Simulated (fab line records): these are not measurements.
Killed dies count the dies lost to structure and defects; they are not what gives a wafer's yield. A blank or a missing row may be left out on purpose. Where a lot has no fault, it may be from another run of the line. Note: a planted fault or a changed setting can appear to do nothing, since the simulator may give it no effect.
2 desks, one fault / flow rit cmos / each desk holds nothing but its own numbers, with what lay behind them at the end

METROLOGY DESK
Means of the sampled wafers that have a number, per lot and without regard to the tool the lot ran on: this is what the gauges read. If a lot's mean is further than 4 standard deviations from the usual mean, the lot is out of limits and carries the mark OUT (the distance appears in the brackets).
Columns: A = FIELD_OXIDE_LEFT_2_THK at RIT_FOX2_THK_MEAS_91, usual 255 nm; B = GATE_OXIDE_THK at RIT_GATE_THK_MEAS_07, usual 3.00 nm; C = GATE_POLY_THK at RIT_GATE_THK_MEAS_09, usual 244.1 nm; D = cd nm at RIT_GATE_CD_MEAS_16, usual 150.4 nm
lot=L259; first seen here=day 2 18:33; A=260; B=3.01; C=241.8; D=152.8
lot=L261; first seen here=day 3 04:28; A=263; B=3.03; C=244.3; D=146.8
lot=L271; first seen here=day 5 06:35; A=262; B=2.99; C=245.2; D=152.0
lot=L272; first seen here=day 5 10:37; A=261; B=3.00; C=246.2; D=146.3
lot=L276; first seen here=day 6 07:46; A=250; B=3.05; C=245.1; D=146.4
lot=L278; first seen here=day 6 18:06; A=243; B=2.94; C=246.6; D=152.0
This desk's verdict: no lot among the 6 shows anything out of limits.

FOR THE TOOL OWNER'S DESK: litho track-04
The tool's own readings at RIT_GATE_SOFTBAKE_12 (time 60 s): means of the sampled wafers that have a number, for each lot that ran on this tool. If a lot's mean is further than 4 standard deviations from the usual mean, the lot is out of limits and carries the mark OUT (the distance appears in the brackets).
Columns: A = heater power total W at RIT_GATE_SOFTBAKE_12, usual 34.57 W; B = plate temp C at RIT_GATE_SOFTBAKE_12, usual 90.02 C
lot=L259; first seen here=day 2 22:04; A=34.57; B=89.98
lot=L271; first seen here=day 5 10:02; A=35.56 (+21) OUT; B=91.92 (+16) OUT
lot=L272; first seen here=day 5 16:01; A=35.59 (+22) OUT; B=91.99 (+16) OUT
Finding of this desk: L271, L272 out of limits; the first was L271 at day 5 10:02, on heater power total W at RIT_GATE_SOFTBAKE_12. Within limits: L259.

PUT TOGETHER
At day 5 10:02, on L271, L272, the tool owner's desk was in a position to raise an alarm.
Metrology desk: nothing out of limits seen.
The metrology desk has L271, L272 on record, within its limits.
Of the lots named, all ran RIT_GATE_SOFTBAKE_12 on litho track-04.

WHAT THE SIMULATOR PUT IN
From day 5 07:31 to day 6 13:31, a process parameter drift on litho track-04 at RIT_GATE_SOFTBAKE_12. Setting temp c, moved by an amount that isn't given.
Shown lots that were struck: L271, L272.
How many hours passed from the start of the fault until each desk's first out-of-limits reading: the tool owner's desk, 3.
